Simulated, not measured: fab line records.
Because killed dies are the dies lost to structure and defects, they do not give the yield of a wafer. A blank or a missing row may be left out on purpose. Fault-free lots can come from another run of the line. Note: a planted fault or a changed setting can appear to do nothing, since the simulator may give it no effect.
Which tool was responsible? ; flow berkeley cmos170 ; 13 lots, 39 wafers sampled, at 5 steps of a route of 331

WHAT THE GAUGES READ, wafer by wafer
UCB170_V1_BOW_MEAS_03. Usual: V1_BOW 17 um, standard deviation 7.
lot;measured;on;V1_BOW (um);flag
L746;day 7 05:34;film metro-02;7 29 15;
L749;day 7 21:02;film metro-04;12 28 8;
L748;day 7 21:02;film metro-02;14 23 25;
L750;day 8 01:50;film metro-02;15 8 15;
L752;day 8 06:04;film metro-03;19 24 19;
L751;day 8 06:02;film metro-04;24 29 13;
L753;day 8 06:21;film metro-02;28 15 19;
L747;day 8 14:52;film metro-03;12 11 21;
L754;day 8 22:38;film metro-02;17 12 26;
L762;day 10 08:31;film metro-04;20 23 23;
L763;day 11 02:40;film metro-03;21 13 30;
L768;day 11 08:38;film metro-03;24 2 9;
L769;day 11 13:01;film metro-04;20 22 25;

UCB170_V2_THK_MEAS_01. Usual: V2_TEOS_THK 1990 nm, standard deviation 26.
lot;measured;on;V2_TEOS_THK (nm);flag
L746;day 7 13:31;film metro-04;1973 1963 2014;
L749;day 8 01:49;film metro-04;1965 1966 1965;
L748;day 8 02:52;film metro-02;1988 1992 2029;
L750;day 8 07:56;film metro-01;1973 2014 2035;
L752;day 8 12:06;film metro-04;1974 2008 1994;
L751;day 8 11:28;film metro-01;1937 1941 1957;
L753;day 8 12:34;film metro-04;1994 1984 1983;
L747;day 8 20:11;film metro-04;2001 1993 2006;
L754;day 9 06:36;film metro-01;1968 2035 1994;
L762;day 10 13:56;film metro-02;1941 1950 1958;
L763;day 11 07:58;film metro-04;2660 1967 2695 2662 1968 2694;OFF
L768;day 11 14:49;film metro-01;1936 1973 2014;
L769;day 11 18:08;film metro-04;1958 1945 2011;

TOOL THAT RAN EACH LOT (tool first, then ch and the chambers of the sampled wafers, then the start)
lot;UCB170_CONTACT_ETCH_18;UCB170_M1_PEB_07;UCB170_V2_CVD_00
L746;rie diel-04 ch 0,1,2, day 7 00:38 or earlier;litho track-04 ch 0, day 7 00:38;pecvd-03 ch 0,1,2, day 7 13:21
L749;rie diel-02 ch 1,3, day 7 14:52 or earlier;litho track-03 ch 0, day 7 14:52;pecvd-01 ch 1,2, day 8 01:39
L748;rie diel-04 ch 0,3, day 7 15:05 or earlier;litho track-04 ch 0, day 7 15:05;pecvd-04 ch 0,2, day 8 02:43
L750;rie diel-02 ch 0,1,2, day 7 19:03 or earlier;litho track-03 ch 0, day 7 19:03;pecvd-04 ch 1,2, day 8 07:47
L752;rie diel-03 ch 1,2, day 8 00:08 or earlier;litho track-04 ch 0, day 8 00:08;pecvd-04 ch 0,1,2, day 8 11:56
L751;rie diel-02 ch 0,2, day 8 00:42 or earlier;litho track-01 ch 0, day 8 00:42;pecvd-01 ch 0,1, day 8 11:19
L753;rie diel-04 ch 0,1,3, day 8 02:04 or earlier;litho track-03 ch 0, day 8 02:04;pecvd-03 ch 0,2, day 8 12:24
L747;rie diel-04 ch 0,1, day 8 08:45 or earlier;litho track-01 ch 0, day 8 08:45;pecvd-01 ch 1,2, day 8 20:01
L754;rie diel-02 ch 0,3, day 8 18:01 or earlier;litho track-01 ch 0, day 8 18:01;pecvd-04 ch 0,1,2, day 9 06:26
L762;rie diel-04 ch 1,2,3, day 10 02:17 or earlier;litho track-01 ch 0, day 10 02:17;pecvd-01 ch 1,2, day 10 13:41
L763;rie diel-03 ch 1,2,3, day 10 20:29 or earlier;litho track-01 ch 0, day 10 20:29;pecvd-04 ch 0,2, day 11 07:46
L768;rie diel-02 ch 0,2,3, day 11 03:15 or earlier;litho track-03 ch 0, day 11 03:15;pecvd-01 ch 1,2, day 11 14:39
L769;rie diel-04 ch 1,3, day 11 09:23 or earlier;litho track-03 ch 0, day 11 09:23;pecvd-03 ch 1,2, day 11 17:59
- UCB170_CONTACT_ETCH_18: etches PSG in CHF3/CF4/Ar, stops on TiSi2, target depth 840 nm, time 195 s.
- UCB170_M1_PEB_07
- UCB170_V2_CVD_00: deposits SiO2 from TEOS/O2, target thk 2000 nm, time 250 s.

WHAT THE TOOLS THEMSELVES READ (means of the sampled wafers that have a number; where no wafer has one, the mark that the record gives instead)
UCB170_CONTACT_ETCH_18. Usual: cf4 flow sccm 15.00 sccm, standard deviation 0.046; drypump motor current A 5.9 A, standard deviation 0.47; mfc ar sccm 149.9 sccm, standard deviation 0.45; oes product au 0.893 a.u., standard deviation 0.016; throttle valve pct 6.90 %, standard deviation 0.11.
lot;tool;cf4 flow sccm (sccm);drypump motor current A (A);mfc ar sccm (sccm);oes product au (a.u.);throttle valve pct (%);flag
L746;rie diel-04;15.01;5.9;149.7;0.881;6.84;
L749;rie diel-02;14.98;5.9;149.5;0.880;6.92;
L748;rie diel-04;14.99;5.9;150.0;0.916;6.85;
L750;rie diel-02;14.97;5.7;149.7;0.880;6.97;
L752;rie diel-03;14.99;6.1;150.1;0.911;7.01;
L751;rie diel-02;14.98;5.3;150.1;0.884;7.05;
L753;rie diel-04;15.05;6.0;150.1;0.906;6.86;
L747;rie diel-04;15.02;5.9;149.7;0.894;6.91;
L754;rie diel-02;14.97;5.1;150.0;0.881;7.07;
L762;rie diel-04;15.01;5.7;149.6;0.887;6.85;
L763;rie diel-03;14.98;6.1;150.0;0.902;6.86;
L768;rie diel-02;15.01;5.7;149.9;0.886;7.01;
L769;rie diel-04;15.02;5.6;150.0;0.909;6.92;

UCB170_M1_PEB_07. Usual: chill plate temp C 23.02 C, standard deviation 0.1; plate sensor t centre C 131.41 C, standard deviation 0.0097; plate sensor t edge C 131.53 C, standard deviation 0.011.
lot;tool;chill plate temp C (C);plate sensor t centre C (C);plate sensor t edge C (C);flag
L746;litho track-04;22.91;131.41;131.53;
L749;litho track-03;23.17;131.41;131.54;
L748;litho track-04;23.17;131.42;131.52;
L750;litho track-03;23.11;131.41;131.54;
L752;litho track-04;23.08;131.41;131.53;
L751;litho track-01;23.10;131.40;131.53;
L753;litho track-03;22.99;131.42;131.54;
L747;litho track-01;23.06;131.41;131.53;
L754;litho track-01;22.97;131.41;131.54;
L762;litho track-01;23.06;131.41;131.53;
L763;litho track-01;23.05;131.41;131.53;
L768;litho track-03;22.98;131.42;131.53;
L769;litho track-03;23.06;131.40;131.53;

UCB170_V2_CVD_00. Usual: heater power w at 253 W, with a standard deviation of 50.
lot;tool;heater power w (W);flag
L746;pecvd-03;255;
L749;pecvd-01;276;
L748;pecvd-04;239;
L750;pecvd-04;274;
L752;pecvd-04;205;
L751;pecvd-01;211;
L753;pecvd-03;274;
L747;pecvd-01;270;
L754;pecvd-04;294;
L762;pecvd-01;251;
L763;pecvd-04;251;
L768;pecvd-01;294;
L769;pecvd-03;283;

THE ANSWER, worked out from the rows above alone
Rule: a lot counts as off when the mean over its wafers that have a number is more than 3 standard deviations away from the usual mean. A lot without any number at a reading at which 4 lots or more have one is off too. The other lots that the step has rows for count as sound. After the gauges, taken in route order, come the tools' own readings; for these a lot's mean is taken, as printed above. The first step at which some lot is off is used, and at that step the reading that is off furthest; a lot without a number counts as furthest.
Off: L763, seen at UCB170_V2_THK_MEAS_01 (V2_TEOS_THK).
A tool fits if, at a process step before that reading, it ran every lot that is off, and no sound lot after the first of them. The gauges at UCB170_V2_THK_MEAS_01 are tried like those tools. Because UCB170_CONTACT_ETCH_18 lacks a start for some lots, the hours and order of its lots are taken from UCB170_M1_PEB_07. Can't be told from this: 3 tools fit, rie diel-03 at UCB170_CONTACT_ETCH_18, litho track-01 at UCB170_M1_PEB_07, pecvd-04 at UCB170_V2_CVD_00.

WHAT THE SIMULATOR PUT IN
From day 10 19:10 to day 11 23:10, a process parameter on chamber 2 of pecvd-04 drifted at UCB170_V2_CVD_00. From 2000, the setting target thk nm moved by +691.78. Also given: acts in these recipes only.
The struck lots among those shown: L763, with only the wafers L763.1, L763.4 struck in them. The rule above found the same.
